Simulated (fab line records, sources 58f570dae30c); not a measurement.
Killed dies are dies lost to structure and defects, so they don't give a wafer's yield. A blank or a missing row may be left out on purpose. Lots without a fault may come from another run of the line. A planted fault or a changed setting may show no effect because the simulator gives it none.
Which tool did it? | flow berkeley_cmos170 | 14 lots, 42 wafers sampled, at 5 steps of a route of 331

WHAT THE GAUGES READ, wafer by wafer
UCB170_GATE_CD_MEAS_90: target cd 350 nm. Usual: cd_nm 350.1 nm, standard deviation 1.6.
lot  | measured     | on        | cd_nm (nm)        | flag
L162 | day 5 15:11  | cd_sem-01 | 351.8 351.1 349.9 |
L164 | day 6 04:51  | cd_sem-01 | 351.6 351.5 351.1 |
L163 | day 6 05:05  | cd_sem-02 | 346.1 347.3 345.7 |
L165 | day 6 18:14  | cd_sem-02 | 348.5 348.8 347.8 |
L168 | day 7 07:46  | cd_sem-02 | 352.9 348.9 353.0 |
L169 | day 7 21:52  | cd_sem-01 | 348.7 350.1 347.2 |
L170 | day 8 06:31  | cd_sem-01 | 350.8 349.6 350.5 |
L172 | day 8 17:01  | cd_sem-01 | 349.7 347.4 350.9 |
L174 | day 8 17:10  | cd_sem-02 | 350.0 351.5 352.7 |
L178 | day 9 15:01  | cd_sem-02 | 350.9 349.9 352.6 |
L179 | day 9 20:56  | cd_sem-01 | 350.4 350.5 350.6 |
L180 | day 9 21:33  | cd_sem-02 | 349.7 351.4 350.5 |
L181 | day 10 08:20 | cd_sem-01 | 352.0 351.5 349.4 |
L185 | day 10 23:48 | cd_sem-01 | 351.4 352.9 350.3 |

UCB170_CONTACT_CD_MEAS_90: target cd 700 nm. Usual: cd_nm 699.3 nm, standard deviation 1.4.
lot  | measured     | on        | cd_nm (nm)        | flag
L162 | day 6 13:19  | cd_sem-01 | 698.5 699.6 698.8 |
L164 | day 7 02:56  | cd_sem-02 | 700.3 700.2 698.2 |
L163 | day 7 03:25  | cd_sem-02 | 702.0 702.1 701.6 |
L165 | day 7 15:14  | cd_sem-01 | 699.4 699.4 698.8 |
L168 | day 8 04:08  | cd_sem-01 | 699.7 698.8 701.3 |
L169 | day 8 19:17  | cd_sem-01 | - - -             | OFF
L170 | day 9 02:13  | cd_sem-02 | - - -             | OFF
L172 | day 9 13:58  | cd_sem-02 | 699.1 701.2 698.0 |
L174 | day 9 14:25  | cd_sem-01 | 697.5 698.6 700.0 |
L178 | day 10 11:20 | cd_sem-02 | 698.4 698.0 698.9 |
L179 | day 10 17:08 | cd_sem-02 | 700.6 697.9 698.0 |
L180 | day 10 18:56 | cd_sem-02 | 699.3 699.1 699.4 |
L181 | day 11 05:23 | cd_sem-01 | 696.8 698.1 698.0 |
L185 | day 11 20:35 | cd_sem-01 | 699.0 700.1 698.7 |

WHICH TOOL RAN EACH LOT (tool, then ch and the chambers of the sampled wafers, then the start)
lot  | UCB170_GATE_STRIP_16                 | UCB170_SDANNEAL_RTA_00           | UCB170_CONTACT_ETCH_18
L162 | plasma_asher-02 ch 0,1, day 5 15:05  | rtp_anneal-01 ch 0, day 6 05:46  | rie_diel-01 ch 1,3, day 6 13:00
L164 | plasma_asher-04 ch 0,1, day 6 04:45  | rtp_anneal-01 ch 0, day 6 21:36  | rie_diel-02 ch 0,1,3, day 7 02:00
L163 | plasma_asher-03 ch 0,1, day 6 04:59  | rtp_anneal-02 ch 0, day 6 21:50  | rie_diel-04 ch 0,2,3, day 7 03:00
L165 | plasma_asher-04 ch 0,1, day 6 18:08  | rtp_anneal-01 ch 0, day 7 08:52  | rie_diel-04 ch 0,1,2, day 7 15:00
L168 | plasma_asher-03 ch 0,1, day 7 07:38  | rtp_anneal-02 ch 0, day 7 21:32  | rie_diel-04 ch 0,1,3, day 8 03:00
L169 | plasma_asher-02 ch 0,1, day 7 21:46  | rtp_anneal-02 ch 0, day 8 11:32  | rie_diel-04 ch 2,3, day 8 19:00
L170 | plasma_asher-03 ch 0,1, day 8 06:25  | rtp_anneal-01 ch 0, day 8 20:59  | rie_diel-01 ch 0,1, day 9 01:00
L172 | plasma_asher-02 ch 0,1, day 8 16:55  | rtp_anneal-01 ch 0, day 9 06:55  | rie_diel-01 ch 0,2,3, day 9 13:00
L174 | plasma_asher-04 ch 0, day 8 17:02    | rtp_anneal-02 ch 0, day 9 07:17  | rie_diel-04 ch 2,3, day 9 14:00
L178 | plasma_asher-02 ch 0,1, day 9 14:53  | rtp_anneal-01 ch 0, day 10 05:20 | rie_diel-04 ch 0,3, day 10 11:00
L179 | plasma_asher-02 ch 0,1, day 9 20:50  | rtp_anneal-02 ch 0, day 10 12:04 | rie_diel-04 ch 0,1,3, day 10 16:00
L180 | plasma_asher-03 ch 0, day 9 21:27    | rtp_anneal-02 ch 0, day 10 12:58 | rie_diel-01 ch 0,1,2, day 10 18:00
L181 | plasma_asher-03 ch 0,1, day 10 08:13 | rtp_anneal-02 ch 0, day 10 22:34 | rie_diel-01 ch 0,1, day 11 05:00
L185 | plasma_asher-03 ch 0,1, day 10 23:34 | rtp_anneal-02 ch 0, day 11 13:30 | rie_diel-01 ch 0,3, day 11 20:00
- UCB170_GATE_STRIP_16: strips in O2.
- UCB170_SDANNEAL_RTA_00: time 10 s.
- UCB170_CONTACT_ETCH_18: etches PSG in CHF3/CF4/Ar, stops on TiSi2, target depth 840 nm, time 195 s.

WHAT THE TOOLS THEMSELVES READ (means of the sampled wafers that have a number; where no wafer has one, the mark that the record gives instead)
UCB170_GATE_STRIP_16. Usual: drypump_motor_current_A 5.9 A, standard deviation 0.54; oes_product_au 0.725 a.u., standard deviation 0.0046.
lot  | tool            | drypump_motor_current_A (A) | oes_product_au (a.u.) | flag
L162 | plasma_asher-02 | 6.1                         | 0.726                 |
L164 | plasma_asher-04 | 6.0                         | 0.725                 |
L163 | plasma_asher-03 | 5.7                         | 0.722                 |
L165 | plasma_asher-04 | 6.3                         | 0.724                 |
L168 | plasma_asher-03 | 5.3                         | 0.729                 |
L169 | plasma_asher-02 | 6.1                         | 0.726                 |
L170 | plasma_asher-03 | 5.7                         | 0.725                 |
L172 | plasma_asher-02 | 6.1                         | 0.730                 |
L174 | plasma_asher-04 | 6.7                         | 0.724                 |
L178 | plasma_asher-02 | 6.1                         | 0.729                 |
L179 | plasma_asher-02 | 6.1                         | 0.729                 |
L180 | plasma_asher-03 | 6.1                         | 0.726                 |
L181 | plasma_asher-03 | 5.7                         | 0.720                 |
L185 | plasma_asher-03 | 5.6                         | 0.726                 |

UCB170_SDANNEAL_RTA_00. Usual: lamp_power_pct 24.5 %, standard deviation 1.7; wafer_temp_C_max 905.3, standard deviation 0.85.
lot  | tool          | lamp_power_pct (%) | wafer_temp_C_max | flag
L162 | rtp_anneal-01 | 22.6               | 904.7            |
L164 | rtp_anneal-01 | 22.6               | 905.4            |
L163 | rtp_anneal-02 | 25.9               | 906.0            |
L165 | rtp_anneal-01 | 22.6               | 904.9            |
L168 | rtp_anneal-02 | 25.9               | 905.0            |
L169 | rtp_anneal-02 | 26.0               | 905.3            |
L170 | rtp_anneal-01 | 22.6               | 905.3            |
L172 | rtp_anneal-01 | 22.6               | 904.6            |
L174 | rtp_anneal-02 | 25.9               | 906.2            |
L178 | rtp_anneal-01 | 22.6               | 904.4            |
L179 | rtp_anneal-02 | 26.0               | 905.0            |
L180 | rtp_anneal-02 | 26.0               | 905.3            |
L181 | rtp_anneal-02 | 26.0               | 905.5            |
L185 | rtp_anneal-02 | 26.0               | 905.8            |

UCB170_CONTACT_ETCH_18. Usual: CHF3_flow_sccm 44.98 sccm, standard deviation 0.14; cf4_flow_sccm 15.00 sccm, standard deviation 0.044; drypump_motor_current_A 5.9 A, standard deviation 0.37; oes_product_au 0.900 a.u., standard deviation 0.0092; throttle_valve_pct 6.87 %, standard deviation 0.098.
lot  | tool        | CHF3_flow_sccm (sccm) | cf4_flow_sccm (sccm) | drypump_motor_current_A (A) | oes_product_au (a.u.) | throttle_valve_pct (%) | flag
L162 | rie_diel-01 | 44.86                 | 15.05                | 5.5                         | 0.902                 | 6.88                   |
L164 | rie_diel-02 | 45.00                 | 15.02                | 5.9                         | 0.901                 | 7.00                   |
L163 | rie_diel-04 | 44.96                 | 14.98                | 6.0                         | 0.887                 | 6.81                   |
L165 | rie_diel-04 | 44.99                 | 14.99                | 6.0                         | 0.894                 | 6.83                   |
L168 | rie_diel-04 | 44.97                 | 15.01                | 5.9                         | 0.892                 | 6.83                   |
L169 | rie_diel-04 | -                     | -                    | -                           | -                     | -                      | OFF
L170 | rie_diel-01 | -                     | -                    | -                           | -                     | -                      | OFF
L172 | rie_diel-01 | 45.08                 | 15.00                | 6.0                         | 0.895                 | 6.84                   |
L174 | rie_diel-04 | 44.99                 | 15.02                | 5.9                         | 0.899                 | 6.76                   |
L178 | rie_diel-04 | 45.11                 | 14.98                | 6.1                         | 0.897                 | 6.86                   |
L179 | rie_diel-04 | 44.96                 | 15.03                | 5.8                         | 0.896                 | 6.81                   |
L180 | rie_diel-01 | 45.00                 | 15.02                | 5.9                         | 0.908                 | 6.92                   |
L181 | rie_diel-01 | 44.92                 | 14.98                | 5.6                         | 0.912                 | 6.96                   |
L185 | rie_diel-01 | 45.07                 | 15.04                | 5.7                         | 0.894                 | 6.87                   |

THE ANSWER, worked out from the rows above alone
Rule: a lot is off if the mean of its wafers that have a number lies more than 3 standard deviations from the usual mean. A lot without any number at a reading at which 4 lots or more have one is off too. The other lots that the step has rows for count as sound. The gauges are gone through in route order, then the tools' own readings, and for those a lot's mean is taken as printed above. The first step at which some lot is off is used, and at that step the reading that is off furthest; a lot without a number counts as furthest.
Off: L169, L170, at UCB170_CONTACT_CD_MEAS_90 (cd_nm). Without a number there: L169, L170.
A tool fits if, at a process step before that reading, it ran every lot that is off, and no sound lot after the first of them. The gauges at UCB170_CONTACT_CD_MEAS_90 aren't tried: what is off there is off at UCB170_CONTACT_ETCH_18 too, on other tools, and a gauge's error can't cause that. None of those tried fits.

WHAT THE SIMULATOR HAD PUT IN
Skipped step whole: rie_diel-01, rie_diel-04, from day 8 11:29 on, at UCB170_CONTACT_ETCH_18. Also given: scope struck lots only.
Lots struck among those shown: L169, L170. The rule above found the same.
